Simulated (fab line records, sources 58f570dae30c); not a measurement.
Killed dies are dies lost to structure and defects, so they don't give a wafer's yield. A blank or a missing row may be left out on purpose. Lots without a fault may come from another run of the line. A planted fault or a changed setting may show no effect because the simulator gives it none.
fab line records | flow berkeley_cmos170
record lots=5 wafers=15 last_day=12
route steps=331 shown ACTIVE@72 PFIELD@79 FIELD@89
lots that met no fault: from a run of the same line without faults
start_h: hours from the record's first day to the start of the lot's first wafer shown | wait_h: hours since the lot's step before | " the same as in the row above | L1.1+2: a row that stands for several wafers | - no value, or no start given | * or withheld: withheld | < > ~ a bound
route shown NAME@n: a module of which the file shows steps, and the number in the route of the first | usual: mean/standard deviation of fault-free wafers | same: alike in all rows | chamber/n: place in a boat | sites: the reading at each site | _std_site: their standard deviation | _edge_site: outer sites' mean less inner sites' | radius_mm: how far each site lies from the wafer's centre | mask NAME#n: copy n | behind: the tool/chamber that last shaped the wafer | hold: why the lot was held/for how many hours/how that ended | device: the transistor (n, p or np) that didn't switch | end of line: the same wafers' tests at the end of the route | a step without rows: its recipe alone | killed: dies lost to structure and defects at the first sort, not the wafer's yield | map: a wafer's dies, x killed, . not, _ none there
set.NAME: the setting as run; set.NAME@STEP: as run at that earlier step | model.NAME: the simulator's own value behind a step, which no gauge read
lots at some steps of the route; a table a step, a row a wafer
services: from which hour (start_h, from the record's first day; less than 0 if before it) a tool's chamber was out of use, for how many hours, and why
## steps
# step UCB170_ACTIVE_DEVELOP_12
# recipe developer=TMAH develop_time_s=45 resist=KrF dev_temp_c=21
# usual developer_temp_C=20.97/0.098 exhaust_pa=45.1/0.89
# columns lot.wafer tool chamber start_h wait_h developer_temp_C exhaust_pa
L082.2 litho_track-03 0 - - 20.87 45.2
L082.4 " 0 " " 21.05 44.9
L082.5 " 0 " " 21.09 44.1
L084.2 litho_track-03 0 - - 20.98 45.6
L084.4 " 0 " " 21.02 45.1
L084.6 " 0 " " 21.10 44.9
L087.1 litho_track-02 0 - - 20.98 44.9
L087.3 " 0 " " 21.02 45.9
L087.4 " 0 " " 20.80 45.7
L094.1 litho_track-04 0 - - 20.80 46.3
L094.2 " 0 " " 21.02 46.8
L094.4 " 0 " " 20.91 45.9
L097.2 litho_track-04 0 - - 20.94 46.0
L097.4 " 0 " " 20.93 44.1
L097.5 " 0 " " 21.05 44.8
# step UCB170_ACTIVE_CD_MEAS_13
# recipe target_cd_nm=1200
# usual cd_nm=1200.0/1.5
# columns lot.wafer tool chamber start_h wait_h cd_nm
L082.2 cd_sem-01 - 121.15 - 1200.2
L082.4 " - " " 1199.4
L082.5 " - " " 1198.8
L084.2 cd_sem-02 - 137.21 - 1197.3
L084.4 " - " " 1198.0
L084.6 " - " " 1198.1
L087.1 cd_sem-02 - 149.05 - 1200.2
L087.3 " - " " 1201.4
L087.4 " - " " 1199.2
L094.1 cd_sem-01 - 183.47 - 1202.1
L094.2 " - " " 1202.3
L094.4 " - " " 1203.1
L097.2 cd_sem-02 - 205.98 - 1198.5
L097.4 " - " " 1199.0
L097.5 " - " " 1199.0
# step UCB170_ACTIVE_OVL_MEAS_14
# usual ACTIVE_OVL=-2/4.7
# columns lot.wafer tool chamber start_h wait_h ACTIVE_OVL[nm]
L082.2 overlay-01 - 121.25 0.1 2
L082.4 " - " " 0
L082.5 " - " " -11
L084.2 overlay-01 - 137.32 0.1 -4
L084.4 " - " " -5
L084.6 " - " " -6
L087.1 overlay-01 - 149.17 0.1 -1
L087.3 " - " " 1
L087.4 " - " " -6
L094.1 overlay-01 - 183.59 0.1 0
L094.2 " - " " 0
L094.4 " - " " -4
L097.2 overlay-02 - 206.09 0.1 7
L097.4 " - " " 4
L097.5 " - " " 3
# step UCB170_ACTIVE_ETCH_15
# recipe chemistry=CH3F/Ar/O2 target=Si3N4 stop_on=SiO2 CH3F_flow_sccm=20 Ar_flow_sccm=50 O2_flow_sccm=7 pressure_mtorr=50 rf_w=450 target_depth_a=2420 over_etch_frac=0.1 time_s=151
# usual chamber_pressure_mTorr=50.00/0.046 drypump_motor_current_A=5.7/0.47 oes_product_au=0.940/0.016 throttle_valve_pct=8.02/0.12
# columns lot.wafer tool chamber start_h wait_h chamber_pressure_mTorr drypump_motor_current_A oes_product_au rf_hours_counter_h throttle_valve_pct
L082.2 rie_diel-01 0 121.28 0.0 50.03 6.3 0.949 136 7.97
L082.4 " 3 " " 49.95 6.2 0.948 - 7.90
L082.5 " 0 " " 49.99 6.3 0.946 - 7.96
L084.2 rie_diel-02 0 137.35 0.0 50.04 4.7 0.937 4 7.96
L084.4 " 2 " " 50.04 5.2 0.961 150 7.88
L084.6 " 0 " " 50.06 4.7 0.942 - 7.96
L087.1 rie_diel-02 2 149.20 0.0 50.03 5.2 0.954 150 7.87
L087.3 " 1 " " 49.98 5.1 0.949 22 7.97
L087.4 " 3 " " 49.98 6.3 0.930 52 7.93
L094.1 rie_diel-04 2 183.63 0.0 49.96 5.8 0.950 19 8.27
L094.2 " 3 " " 50.09 5.5 0.930 20 7.98
L094.4 " 0 " " 49.94 5.4 0.905 31 8.15
L097.2 rie_diel-04 1 206.12 0.0 50.01 6.3 0.930 4 8.02
L097.4 " 3 " " 50.04 5.6 0.943 21 7.99
L097.5 " 1 " " 49.99 6.3 0.929 - 8.01
# step UCB170_ACTIVE_STRIP_16
# recipe chemistry=O2 power_w=400 pressure_mtorr=3500 platen_temp_c=withheld o2_flow_sccm=400 overash_fraction=0.5
# usual chamber_pressure_mTorr=3500/3.3 drypump_motor_current_A=5.9/0.35 oes_product_au=0.721/0.0046 strip_time_to_endpoint_s=18.09/0.08
# columns lot.wafer tool chamber start_h wait_h chamber_pressure_mTorr drypump_motor_current_A oes_product_au rf_hours_counter_h strip_time_to_endpoint_s
L082.2 plasma_asher-02 0 121.38 0.1 3502 5.8 0.715 31 18.18
L082.4 " 1 " " 3499 5.5 0.716 - 18.02
L082.5 " 0 " " 3504 5.8 0.721 - 18.23
L084.2 plasma_asher-02 0 137.45 0.1 3499 5.8 0.728 33 18.02
L084.4 " 0 " " 3500 5.8 0.719 - 18.18
L084.6 " 1 " " 3498 5.4 0.716 - 18.02
L087.1 plasma_asher-03 1 149.31 0.1 3500 5.5 0.722 3 17.99
L087.3 " 1 " " 3497 5.5 0.721 - 18.11
L087.4 " 0 " " 3499 6.3 0.721 - 18.04
L094.1 plasma_asher-02 0 183.73 0.1 3499 5.8 0.732 37 18.16
L094.2 " 1 " " 3497 5.5 0.723 37 18.13
L094.4 " 1 " " 3502 5.5 0.720 - 18.12
L097.2 plasma_asher-03 1 206.22 0.1 3503 5.5 0.717 8 18.15
L097.4 " 0 " " 3501 6.3 0.715 - 18.12
L097.5 " 0 " " 3498 6.3 0.720 - 18.16
# step UCB170_ACTIVE_CD_MEAS_90
# recipe target_cd_nm=1200
# usual cd_nm=1200.1/1.6
# columns lot.wafer tool chamber start_h wait_h cd_nm
L082.2 cd_sem-01 - 121.50 0.1 1200.5
L082.4 " - " " 1199.4
L082.5 " - " " 1199.0
L084.2 cd_sem-02 - 137.57 0.1 1197.2
L084.4 " - " " 1198.2
L084.6 " - " " 1198.4
L087.1 cd_sem-02 - 149.41 0.1 1200.2
L087.3 " - " " 1201.1
L087.4 " - " " 1199.4
L094.1 cd_sem-02 - 183.83 0.1 1202.6
L094.2 " - " " 1202.4
L094.4 " - " " 1203.4
L097.2 cd_sem-02 - 206.34 0.1 1198.2
L097.4 " - " " 1199.1
L097.5 " - " " 1198.8
# step UCB170_ACTIVE_CLEAN_17
# recipe chemistry=SPM temp_c=120 time_s=600
# columns lot.wafer tool chamber start_h wait_h
L082.2+4+5 wet_bench-04 2 121.78 0.3
L084.2+4+6 wet_bench-03 0 137.67 0.1
L087.1+3+4 wet_bench-04 0 149.53 0.1
L094.1+2+4 wet_bench-04 2 186.19 2.3
L097.2+4+5 wet_bench-02 1 206.44 0.1
# step UCB170_PFIELD_HMDS_00
# recipe prime_time_s=60 prime_temp_c=100
# usual exhaust_pa=44.9/0.98
# columns lot.wafer tool chamber start_h wait_h exhaust_pa
L082.2 litho_track-04 0 121.98 0.0 43.1
L082.4 " 0 " " 44.3
L082.5 " 0 " " 44.4
L084.2 litho_track-03 0 137.89 0.0 44.1
L084.4 " 0 " " 44.7
L084.6 " 0 " " 44.1
L087.1 litho_track-01 0 150.08 0.4 45.6
L087.3 " 0 " " 44.0
L087.4 " 0 " " 45.7
L094.1 litho_track-04 0 186.36 0.0 44.0
L094.2 " 0 " " 44.8
L094.4 " 0 " " 44.8
L097.2 litho_track-01 0 206.64 0.0 45.6
L097.4 " 0 " " 43.8
L097.5 " 0 " " 44.2
# step UCB170_PFIELD_COAT_01
# recipe resist=KrF spin_rpm=1500 resist_thk_nm=900
# usual exhaust_pa=45.2/0.94 spin_speed_rpm=1499.9/0.9
# columns lot.wafer tool chamber start_h wait_h exhaust_pa spin_speed_rpm
L082.2 litho_track-04 0 122.13 0.1 43.4 1499.4
L082.4 " 0 " " 45.2 1499.9
L082.5 " 0 " " 44.5 1501.1
L084.2 litho_track-03 0 138.04 0.1 45.6 1500.4
L084.4 " 0 " " 45.2 1499.3
L084.6 " 0 " " 45.3 1500.5
L087.1 litho_track-01 0 150.23 0.1 45.0 1501.8
L087.3 " 0 " " 45.9 1498.9
L087.4 " 0 " " 46.0 1498.9
L094.1 litho_track-04 0 186.51 0.1 48.4 1500.3
L094.2 " 0 " " 46.4 1501.7
L094.4 " 0 " " 47.5 1501.7
L097.2 litho_track-01 0 206.79 0.1 43.9 1498.1
L097.4 " 0 " " 44.9 1501.0
L097.5 " 0 " " 45.8 1500.1
# step UCB170_PFIELD_SOFTBAKE_02
# recipe resist=KrF temp_c=130 time_s=60
# usual exhaust_pa=44.9/0.97 plate_temp_C=130.01/0.14
# columns lot.wafer tool chamber start_h wait_h exhaust_pa plate_temp_C
L082.2 litho_track-04 0 122.28 0.1 44.9 129.94
L082.4 " 0 " " 45.9 129.77
L082.5 " 0 " " 45.3 129.86
L084.2 litho_track-03 0 138.19 0.1 45.2 129.75
L084.4 " 0 " " 45.0 130.01
L084.6 " 0 " " 45.9 129.75
L087.1 litho_track-01 0 150.38 0.1 45.0 130.01
L087.3 " 0 " " 44.4 129.77
L087.4 " 0 " " 44.8 129.95
L094.1 litho_track-04 0 186.66 0.1 46.6 130.21
L094.2 " 0 " " 47.5 130.08
L094.4 " 0 " " 47.3 130.09
L097.2 litho_track-01 0 206.94 0.1 46.5 130.01
L097.4 " 0 " " 44.6 130.03
L097.5 " 0 " " 45.3 130.14
# step UCB170_PFIELD_EXPOSE_03
# recipe mask_id=PFIELD na=0.5 sigma_outer=0.6 source_shape=conventional target_cd_nm=1500 dose_mj=30
# same sigma_outer=0.6
# columns lot.wafer tool chamber start_h wait_h mask
L082.2+4+5 krf_scanner-02 0 122.55 0.2 PFIELD#0
L084.2+4+6 krf_scanner-02 0 138.45 0.2 PFIELD#0
L087.1+3+4 krf_scanner-01 0 150.66 0.2 PFIELD#0
L094.1+2+4 krf_scanner-02 0 186.81 0.1 PFIELD#0
L097.2+4+5 krf_scanner-02 0 207.08 0.1 PFIELD#0
# step UCB170_PFIELD_PEB_04
# recipe peb_temp_c=130 peb_time_s=withheld resist=KrF
# usual exhaust_pa=45.0/0.87 plate_temp_C=129.97/0.15
# columns lot.wafer tool chamber start_h wait_h exhaust_pa plate_temp_C
L082.2 litho_track-01 0 122.67 0.1 46.1 129.92
L082.4 " 0 " " 46.0 129.69
L082.5 " 0 " " 45.2 129.89
L084.2 litho_track-03 0 138.61 0.1 44.1 130.01
L084.4 " 0 " " 45.3 130.10
L084.6 " 0 " " 45.1 130.11
L087.1 litho_track-03 0 150.77 0.1 45.7 130.00
L087.3 " 0 " " 46.3 130.11
L087.4 " 0 " " 45.6 129.93
L094.1 litho_track-04 0 186.93 0.1 45.7 129.86
L094.2 " 0 " " 45.1 129.93
L094.4 " 0 " " 44.7 130.08
L097.2 litho_track-01 0 207.21 0.1 46.2 129.89
L097.4 " 0 " " 44.9 129.99
L097.5 " 0 " " 45.9 129.82
# step UCB170_PFIELD_DEVELOP_05
# recipe developer=TMAH develop_time_s=45 resist=KrF dev_temp_c=21
# usual developer_temp_C=21.00/0.091 exhaust_pa=45.1/0.88
# columns lot.wafer tool chamber start_h wait_h developer_temp_C exhaust_pa
L082.2 litho_track-01 0 - - 21.13 45.4
L082.4 " 0 " " 21.00 43.6
L082.5 " 0 " " 21.11 45.6
L084.2 litho_track-03 0 - - 20.86 43.8
L084.4 " 0 " " 21.08 45.6
L084.6 " 0 " " 20.94 45.1
L087.1 litho_track-03 0 - - 20.99 46.8
L087.3 " 0 " " 21.04 46.0
L087.4 " 0 " " 21.02 45.9
L094.1 litho_track-04 0 - - 20.84 45.5
L094.2 " 0 " " 21.06 44.5
L094.4 " 0 " " 20.98 44.0
L097.2 litho_track-01 0 - - 20.97 45.8
L097.4 " 0 " " 20.98 45.8
L097.5 " 0 " " 21.00 46.2
# step UCB170_PFIELD_OVL_MEAS_06
# usual PFIELD_OVL=-2/5.3
# columns lot.wafer tool chamber start_h wait_h PFIELD_OVL[nm]
L082.2 overlay-02 - 122.93 - 1
L082.4 " - " " -1
L082.5 " - " " -2
L084.2 overlay-02 - 138.87 - -5
L084.4 " - " " -3
L084.6 " - " " 3
L087.1 overlay-01 - 151.05 - -2
L087.3 " - " " 2
L087.4 " - " " 1
L094.1 overlay-02 - 187.20 - -12
L094.2 " - " " -10
L094.4 " - " " -9
L097.2 overlay-01 - 207.46 - 1
L097.4 " - " " 1
L097.5 " - " " 6
# step UCB170_PFIELD_IMPLANT_07
# recipe species=B dose_cm2=2e+13 energy_kev=80 tilt_deg=7
# columns lot.wafer tool chamber start_h wait_h
L082.2+4+5 implanter-04 0 122.98 0.0
L084.2+4+6 implanter-04 0 138.92 0.0
L087.1+3+4 implanter-04 0 151.09 0.0
L094.1+2+4 implanter-04 0 187.24 0.0
L097.2+4+5 implanter-04 0 207.52 0.0
# step UCB170_PFIELD_STRIP_08
# recipe chemistry=O2 power_w=400 pressure_mtorr=3500 platen_temp_c=withheld o2_flow_sccm=400 overash_fraction=0.5
# usual chamber_pressure_mTorr=3499.8/2.9 drypump_motor_current_A=5.9/0.38 oes_product_au=0.735/0.0046 strip_time_to_endpoint_s=21.63/0.053
# columns lot.wafer tool chamber start_h wait_h chamber_pressure_mTorr drypump_motor_current_A oes_product_au rf_hours_counter_h strip_time_to_endpoint_s
L082.2 plasma_asher-02 0 123.11 0.1 3498.2 5.8 0.732 31 21.70
L082.4 " 0 " " 3500.4 5.8 0.730 - 21.73
L082.5 " 0 " " 3497.2 5.8 0.745 - 21.65
L084.2 plasma_asher-02 1 139.05 0.1 3503.4 5.4 0.737 33 21.66
L084.4 " 0 " " 3501.6 5.8 0.735 - 21.67
L084.6 " 0 " " 3495.2 5.8 0.734 - 21.66
L087.1 plasma_asher-02 0 151.24 0.1 3503.6 5.8 0.735 34 21.63
L087.3 " 0 " " 3495.1 5.8 0.737 - 21.67
L087.4 " 1 " " 3504.0 5.4 0.738 - 21.58
L094.1 plasma_asher-01 1 187.39 0.1 3500.3 6.3 0.742 49 21.61
L094.2 " 0 " " 3499.3 6.1 0.736 49 21.59
L094.4 " 0 " " 3498.6 6.1 0.740 - 21.52
L097.2 plasma_asher-04 0 207.64 0.1 3497.4 5.3 0.739 53 21.67
L097.4 " 1 " " 3498.4 6.5 0.731 - 21.71
L097.5 " 0 " " 3499.5 5.3 0.731 - 21.63
# step UCB170_PFIELD_TW_MEAS_09
# usual PFIELD_TW=599/6.1
# columns lot.wafer tool chamber start_h wait_h PFIELD_TW
L082.2 film_metro-04 - 123.22 0.1 610
L082.4 " - " " 608
L082.5 " - " " 609
L084.2 film_metro-04 - 139.16 0.1 612
L084.4 " - " " 612
L084.6 " - " " 614
L087.1 film_metro-04 - 151.34 0.1 607
L087.3 " - " " 609
L087.4 " - " " 608
L094.1 film_metro-03 - 187.49 0.1 602
L094.2 " - " " 597
L094.4 " - " " 596
L097.2 film_metro-02 - 207.75 0.1 595
L097.4 " - " " 592
L097.5 " - " " 593
# step UCB170_FIELD_CLEAN_00
# recipe chemistry=dHF dilution=25:1 time_s=7.5
# columns lot.wafer tool chamber start_h wait_h
L082.2+4+5 wet_bench-04 2 123.27 0.0
L084.2+4+6 wet_bench-01 1 139.21 0.0
L087.1+3+4 wet_bench-01 2 151.40 0.1
L094.1+2+4 wet_bench-01 3 187.55 0.1
L097.2+4+5 wet_bench-01 0 208.00 0.2
# step UCB170_FIELD_OXIDATION_01
# recipe temp_c=1000 ambient=H2O p_h2o_torr=584.62 target_thk_a=5583 ox_time_s=7200
# usual ox_temp_c_max=1005.6/1.5
# columns lot.wafer tool chamber start_h wait_h ox_temp_c_max
L082.2 furnace-01 0 125.41 2.1 1004.9
L082.4 " 0 " " 1005.8
L082.5 " 0 " " 1006.2
L084.2 furnace-03 0 144.27 5.0 1006.6
L084.4 " 0 " " 1006.2
L084.6 " 0 " " 1007.8
L087.1 furnace-02 0 154.81 3.4 1006.1
L087.3 " 0 " " 1004.8
L087.4 " 0 " " 1004.6
L094.1 furnace-03 0 191.04 3.5 1007.1
L094.2 " 0 " " 1006.5
L094.4 " 0 " " 1007.4
L097.2 furnace-01 0 213.15 5.1 1004.5
L097.4 " 0 " " 1004.6
L097.5 " 0 " " 1004.4
## services
# columns tool chamber start_h hours kind
krf_scanner-02 0 98.58 - calibration
krf_scanner-01 - 101.39 1.0 pm
implanter-04 - 108.71 0.7 repair
plasma_asher-03 - 108.75 9.0 pm
rie_diel-02 3 111.54 5.4 repair
rie_diel-01 - 112.93 2.9 repair
plasma_asher-02 - 113.90 3.8 repair
rie_diel-01 - 118.62 0.6 repair
krf_scanner-01 - 122.71 1.0 repair
implanter-04 - 135.84 1.7 repair
rie_diel-04 1 136.93 12.5 repair
furnace-02 - 138.39 3.6 pm
krf_scanner-01 - 150.77 0.8 pm
furnace-03 - 164.82 3.3 pm
krf_scanner-02 - 169.68 0.8 pm
krf_scanner-01 - 171.29 1.3 pm
krf_scanner-02 - 172.59 1.3 pm
furnace-02 - 179.71 3.6 pm
krf_scanner-01 - 180.08 0.2 repair
krf_scanner-01 - 186.65 0.7 repair
krf_scanner-02 - 187.32 1.0 pm
rie_diel-04 - 196.82 0.4 repair
krf_scanner-02 - 199.03 0.3 repair
furnace-02 - 202.08 16.4 pm
## key
fault none
